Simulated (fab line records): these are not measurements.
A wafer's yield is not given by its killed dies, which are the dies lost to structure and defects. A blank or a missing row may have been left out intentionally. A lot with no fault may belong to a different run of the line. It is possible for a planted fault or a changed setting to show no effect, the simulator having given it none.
fab line records    flow ritCmos
[record] lots = 14  wafers = 42  lastDay = 7
route steps=202 shown GATE@81 M1@202
lots with no fault: from the same line, run without faults
startH: hours from the record's opening day to when the first of the lot's shown wafers began    waitH: hours elapsed since this lot's preceding step    " the same as in the row above    L1.1+2: a single row standing in for several wafers    - either no value or no given start    * or withheld: withheld    < > ~ a bound
route shown NAME@n: names a module that has steps shown in the file, with the first one's number in the route    usual: mean/standard deviation of fault-free wafers    same: alike in all rows    chamber/n: place in a boat    sites: readings site by site    _std_site: the standard deviation of these    _edge_site: inner sites' mean taken away from outer sites' mean    radiusMm: for every site, how far away it sits from the centre of the wafer    mask NAME#n: copy n    behind: tool/chamber where the wafer was last shaped    hold: why the lot went on hold/how many hours it stayed there/how the hold came to an end    device: names the non-switching transistor (n, p or np)    end of line: tests of these same wafers at the route's end    step lacking rows: just its recipe    killed: count of dies lost to structure and defects at first sort (not the wafer's yield)    map: shows each die of a wafer: x if killed, . if not, _ if none is there
set.NAME: the setting as run; set.NAME@STEP: as run at that earlier step    model.NAME: the simulator's own value behind a step, which no gauge read
a sample of lots followed through the steps of the route, with each step as a table and each wafer as a row
services: a tool's chamber out of use, with start hour (startH, from the record's first day; less than 0 if before it), hours out, and reason
[[steps]]
[step RIT_GATE_OXIDATION_05]
[recipe] tempC = 900  ambient = O2  targetThkA = 30  oxTimeS = 270
lot.wafer   tool        chamber  startH  waitH
L848.1+3+5  furnace-01  0        36.42   0.4
L849.1+2+4  furnace-03  0        37.28   0.1
L850.2+3+5  furnace-04  0        44.60   1.2
L851.1+4+6  furnace-04  0        48.06   0.1
L852.1+2+6  furnace-01  0        53.24   0.1
L853.1+2+5  furnace-01  0        61.19   1.0
L854.1+3+5  furnace-01  0        63.07   0.1
L855.2+5+6  furnace-01  0        68.67   1.2
L858.2+4+6  furnace-03  0        82.05   0.1
L859.3+5+6  furnace-01  0        89.64   0.0
L860.2+5+6  furnace-04  0        93.55   0.0
L864.2+3+5  furnace-04  0        111.96  0.2
L867.1+3+6  furnace-01  0        127.32  0.1
L868.2+3+5  furnace-01  0        132.13  0.0
[step RIT_GATE_THK_MEAS_07]
[recipe] reads = SiO2_of_GATE_OXIDATION_05
[usual] GATE_OXIDE_THK = 3.00/0.065
lot.wafer  tool          chamber  startH  waitH  GATE_OXIDE_THK[nm]
L848.1     filmMetro-02  -        37.75   0.0    3.12
L848.3     "             -        "       "      3.15
L848.5     "             -        "       "      3.10
L849.1     filmMetro-02  -        38.60   0.0    2.95
L849.2     "             -        "       "      2.97
L849.4     "             -        "       "      2.97
L850.2     filmMetro-02  -        47.87   0.0    3.01
L850.3     "             -        "       "      3.02
L850.5     "             -        "       "      3.03
L851.1     filmMetro-02  -        49.39   0.0    2.91
L851.4     "             -        "       "      2.99
L851.6     "             -        "       "      3.01
L852.1     filmMetro-03  -        54.56   0.0    3.03
L852.2     "             -        "       "      3.04
L852.6     "             -        "       "      3.03
L853.1     filmMetro-04  -        62.52   0.0    2.94
L853.2     "             -        "       "      2.87
L853.5     "             -        "       "      2.95
L854.1     filmMetro-03  -        64.39   0.0    3.05
L854.3     "             -        "       "      2.94
L854.5     "             -        "       "      3.04
L855.2     filmMetro-04  -        70.00   0.0    3.18
L855.5     "             -        "       "      3.01
L855.6     "             -        "       "      3.10
L858.2     filmMetro-04  -        83.39   0.0    2.91
L858.4     "             -        "       "      2.98
L858.6     "             -        "       "      2.90
L859.3     filmMetro-03  -        90.98   0.0    2.87
L859.5     "             -        "       "      2.95
L859.6     "             -        "       "      2.93
L860.2     filmMetro-03  -        94.88   0.0    3.01
L860.5     "             -        "       "      2.97
L860.6     "             -        "       "      3.08
L864.2     filmMetro-03  -        113.29  0.0    3.00
L864.3     "             -        "       "      2.92
L864.5     "             -        "       "      3.04
L867.1     filmMetro-02  -        128.65  0.0    3.16
L867.3     "             -        "       "      3.21
L867.6     "             -        "       "      3.19
L868.2     filmMetro-04  -        133.75  0.0    3.22
L868.3     "             -        "       "      3.24
L868.5     "             -        "       "      3.26
[step RIT_M1_PROBE_99]
[usual] killedAtContacts = 0.1/0.31  killedAtFrontEnd = 7/3.2  killedDies = 7/3.2  killedOpen = 3.6/2.1  killedShort = 3.5/2.1
[same] grossDies = 264  killed_at_M0_to_M3 = 0  killed_at_M4_up = 0  killedAtBackSide = 0  killedAtOther = 0
lot.wafer  tool       chamber  startH  waitH  killedAtContacts  killedAtFrontEnd  killedDies  killedOpen  killedShort
L848.1     prober-01  -        60.95   0.1    0                 6                 6           3           3
L848.3     prober-01  -        61.05   0.2    0                 2                 2           0           2
L848.5     prober-01  -        61.15   0.2    0                 5                 5           3           2
// killed by level:class
L848.1 SILICIDE:geometricParticle:open=2 FOX2:geometricParticle:short=1 GATE:geometricParticle:short=1 SPACER:geometricParticle:open=1 SPACER:geometricParticle:short=1
L848.3 FOX1:geometricParticle:short=2
L848.5 SPACER:geometricParticle:short=2 GATE:geometricParticle:open=1 REOX:geometricParticle:open=1 SILICIDE:geometricParticle:open=1
[[services]]
tool        chamber  startH  hours  kind
furnace-04  -        68.91   3.7    pm
furnace-03  -        98.95   1.7    pm
[[key]]
[firstSign] step = RIT_GATE_THK_MEAS_07  reading = GATE_OXIDE_THK  direction = up  sigmas = 3.3  usual = 3.00  struck = 3.21
effect none on later readings
metAt RIT_GATE_OXIDATION_05
struckLots L867,L868
testerLeftOut L867,L868
onsetBetween 89.64 127.32
alsoFits time
[fault] kind = processParameterDrift  tool = furnace-01  chamber = -  onsetH = 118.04  steps = RIT_GATE_OXIDATION_05  channel = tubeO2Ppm  offset = 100  shape = step  endH = 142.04
// testerLeftOut: of these lots the tester's yield and bins aren't shown, on N5 and GAA mostly nor the transistor test; their killed dies are dies lost to structure and defects alone, not to doping, threshold or leakage, so they don't give the yield
